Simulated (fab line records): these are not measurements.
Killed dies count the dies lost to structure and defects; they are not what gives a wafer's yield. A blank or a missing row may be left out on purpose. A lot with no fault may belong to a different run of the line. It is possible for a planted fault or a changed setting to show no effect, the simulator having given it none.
Comparing a struck lot with a sound one ; flow berkeley-cmos170 ; 16 steps out of a route of 331
Sound: these wafers, L377.2, L377.3, L377.4. Wafers L386.1, L386.4, L386.6 were the ones struck. At the end, the cause is stated.
Per side, at each step with rows, come the tool, then ch with its chambers, and then its first start. Under that, the readings that differ: sound wafers ; struck wafers ; difference of the means ; sigmas: that difference in standard deviations of wafers without a fault.
alike: same words and numbers on both sides, and readings whose means sit less than 2 such deviations apart. not compared: any withheld reading, any reading some wafer has no value for, any bound like >300 that may hide the same value, and any number with overlapping values for which the record gives no deviation.
Wherever a step has rows on one side only, a row that says differs or no value, or a row with sigmas, the two part there. Numbers that have no deviation but don't overlap get no sigmas and don't part them. A reading missing from all wafers of one side parts the sides only when that side holds two or more wafers.

UCB170_ACTIVE_OVL_MEAS_14:
  sound: overlay-01 at day 4 19:34; struck: overlay-02 at day 6 15:56
  alike: ACTIVE_OVL
UCB170_ACTIVE_ETCH_15: etches Si3N4 in CH3F/Ar/O2, stops on SiO2, target depth 242 nm, time 151 s.
  sound on rie-diel-02 ch 0,2,3, day 4 19:36; struck on rie-diel-01 ch 0,2,3, day 6 15:58
  alike: CH3F_flow_sccm, drypump-motor-current-A, oes-product-au, throttle-valve-pct
  not compared: rf-hours-counter-h
UCB170_ACTIVE_STRIP_16: strips in O2.
  sound on plasma-asher-04 ch 0,1, day 4 19:42; struck on plasma-asher-02 ch 0,1, day 6 16:04
  alike: drypump-motor-current-A, oes-product-au, strip-time-to-endpoint-s
  not compared: rf-hours-counter-h
UCB170_ACTIVE_CD_MEAS_90: the cd target is 1200 nm.
  sound: cd-sem-02 at day 4 19:49; struck: cd-sem-01 at day 6 16:12
  alike: cd-nm
then, 7 steps without rows for these wafers: UCB170_ACTIVE_CLEAN_17 (cleans in SPM, time 600 s); UCB170_PFIELD_HMDS_00 (prime time 60 s); UCB170_PFIELD_COAT_01 (resist thk 900 nm); UCB170_PFIELD_SOFTBAKE_02 (time 60 s); UCB170_PFIELD_EXPOSE_03 (exposes mask PFIELD, target cd 1500 nm); UCB170_PFIELD_PEB_04; UCB170_PFIELD_DEVELOP_05 (develop time 45 s).
UCB170_PFIELD_OVL_MEAS_06:
  sound: overlay-02 at day 4 21:31; struck: overlay-02 at day 6 19:55
  alike: PFIELD_OVL
UCB170_PFIELD_IMPLANT_07:
  sound on implanter-03 ch 0, day 4 21:34; struck on implanter-01 ch 0, day 6 19:58
reading;sound;struck;difference;sigmas
implant-ion-amu;11 11 11;31 31 31;+20;
model.implant.rp-nm (nm);261.2 261.2 261.2;100.7 100.7 100.7;-160.5;
model.implant.drp-nm (nm);74.86 74.86 74.86;37.93 37.93 37.93;-36.93;
UCB170_PFIELD_STRIP_08: strips in O2.
  sound on plasma-asher-01 ch 0,1, day 4 21:42; struck on plasma-asher-03 ch 0,1, day 6 20:07
  alike: drypump-motor-current-A, oes-product-au, strip-time-to-endpoint-s
  not compared: rf-hours-counter-h
UCB170_PFIELD_TW_MEAS_09:
  sound: film-metro-03 at day 4 21:49; struck: film-metro-04 at day 6 20:13
reading;sound;struck;difference;sigmas
PFIELD_TW;589 593 591;1361 1368 1363;+773;+99 or more
then, 1 step without rows for these wafers: UCB170_FIELD_CLEAN_00 (cleans in dHF, time 7.5 s).

WHERE THEY PART
Within this record, at UCB170_PFIELD_TW_MEAS_09 only.

WHY: the cause the simulator had injected
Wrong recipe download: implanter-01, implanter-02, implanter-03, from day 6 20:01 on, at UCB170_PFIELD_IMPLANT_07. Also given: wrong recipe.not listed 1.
